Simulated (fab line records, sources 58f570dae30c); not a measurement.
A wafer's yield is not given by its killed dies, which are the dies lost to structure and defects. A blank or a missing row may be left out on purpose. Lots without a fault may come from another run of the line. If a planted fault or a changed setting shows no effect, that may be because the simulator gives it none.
What tool caused it? + flow berkeleyCmos170 + 7 lots, 21 wafers sampled, at 2 steps of a route of 331

WHAT EACH GAUGE READ, for each wafer
UCB170_PLDD_OVL_MEAS_07.
| lot  | measured     | on         | PLDD_OVL (nm) |
|------|--------------|------------|---------------|
| L950 | day 8 11:16  | overlay-02 | -14 -14 -7    |
| L951 | day 8 12:01  | overlay-01 | 1 -6 -7       |
| L957 | day 9 11:07  | overlay-02 | -8 -8 0       |
| L958 | day 9 21:31  | overlay-01 | 12 -2 11      |
| L963 | day 10 22:16 | overlay-02 | -4 6 2        |
| L966 | day 11 05:55 | overlay-01 | 12 4 7        |
| L971 | day 13 00:29 | overlay-02 | 1 10 1        |

EACH LOT AND THE TOOL THAT RAN IT (in order: tool; ch and the chambers of the sampled wafers; start)
| lot  | UCB170_PLDD_COAT_01              |
|------|----------------------------------|
| L950 | lithoTrack-04 ch 0, day 8 10:04  |
| L951 | lithoTrack-04 ch 0, day 8 10:58  |
| L957 | lithoTrack-01 ch 0, day 9 09:52  |
| L958 | lithoTrack-04 ch 0, day 9 20:29  |
| L963 | lithoTrack-04 ch 0, day 10 21:23 |
| L966 | lithoTrack-01 ch 0, day 11 04:49 |
| L971 | lithoTrack-03 ch 0, day 12 23:16 |
- UCB170_PLDD_COAT_01: resist thk 900 nm.

THE ANSWER, worked out from the rows above alone
Rule: what is usual is taken from the lots themselves. The widest of any qualifying gaps counts: lots, ordered by their means at a reading, are off when they make up no more than a third of the lots, leave a main group of 4 or more, and stand apart from it by 3 or more times the standard deviation of that group's means. A main group is skipped when, at the precision printed for the reading in the tables above, its means are all equal. Also off: a lot with no number at a reading for which 4 or more lots have one. The other lots that the step has rows for count as sound.
Nothing can be told from this: no lot is off at any reading shown.

WHAT THE SIMULATOR HAD INSERTED
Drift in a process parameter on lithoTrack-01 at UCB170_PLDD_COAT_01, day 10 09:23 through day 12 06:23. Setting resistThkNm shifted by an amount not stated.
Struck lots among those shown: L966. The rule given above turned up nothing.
